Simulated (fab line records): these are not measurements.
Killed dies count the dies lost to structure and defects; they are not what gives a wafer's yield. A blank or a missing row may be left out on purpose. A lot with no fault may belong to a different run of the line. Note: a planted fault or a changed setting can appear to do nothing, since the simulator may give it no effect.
8D (eight disciplines) problem report, filled in by code ; flow berkeleyCmos170 ; the parts of the form that need people (team, actions taken, sign-off) are left out

## 1. THE ISSUE
beamEnergyKeV at UCB170_PSD_IMPLANT_08 reads a mean of 19.803 on 6 wafers of 2 lots; wafers without a fault read 19.998 with a standard deviation of 0.0065. Relative to the usual mean, that is a shift of -30 standard deviations.
First observed at day 7 22:28: wafer L418.2, on implanter-03. At this step, 42 wafers from 14 lots have a number in the record. The rule behind "out" and "out of limits": a value lying over 4 standard deviations away from the usual mean. All remaining wafers that have a number are taken as sound.

## 2. WHAT IT IS, AND WHAT IT ISN'T
question;is;is not
which readings at this step;beamEnergyKeV;-
which lots;L418, L424;L412, L414, L417, L419, L420, L425, L426, L427, L432, L433, L434, L435
which wafers of those lots;all that have a number;-
read on which tools;implanter-03;implanter-02, implanter-04
when;from day 7 22:28;"up to then (12 sound wafers); but 24 sound wafers of L420, L425, L426, L427, L432, L433, L434, L435 came after"

## 3. THE SUSPECTS, EACH WITH WHAT RULES IT OUT
Counting: any tool at a process step up to the reading is kept as a suspect provided that every lot that is out went through it and no sound lot did after the first of them.
- implanter-03 at UCB170_PSD_IMPLANT_08: kept. It processed each lot that is out, first L418 at day 7 22:28, and no sound lot thereafter; up to then, the last sound lot it processed was L417 at day 7 12:09. Out on those wafers are its own readings of beamEnergyKeV.
After counting, what remains is implanter-03 at UCB170_PSD_IMPLANT_08.

## 4. THE CAUSE (what the simulator had put in)
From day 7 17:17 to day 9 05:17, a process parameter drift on implanter-03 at UCB170_PSD_IMPLANT_08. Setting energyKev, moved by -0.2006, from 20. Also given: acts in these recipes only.
After counting, this tool was the only one left.

## 5. THE CHAIN OF EFFECTS, in route order
One row per reading whose mean, taken over the struck wafers that have a number, lies over 3 standard deviations from the usual. Only readings for which the record gives a usual standard deviation are gone through. hours: the time from each lot's start at the first step in this table that gives one to its start at this step, as a median over the lots. sigmas: the change in usual standard deviations.
hours;step;reading;usual;on struck wafers;change;sigmas
0;UCB170_PSD_IMPLANT_08;beamEnergyKeV;19.998;19.803;-0.195;-30
It contains these process steps:
- UCB170_PSD_IMPLANT_08
Later measuring or inspecting steps at which every struck wafer that the step has a row for has a number for every such reading, and none has moved that far: UCB170_CONTACT_CD_MEAS_90.

## 6. WHAT WOULD HAVE CAUGHT IT SOONER
In this record no reading fell out of limits until day 7 22:28, 5 hours after the fault had begun at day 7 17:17.
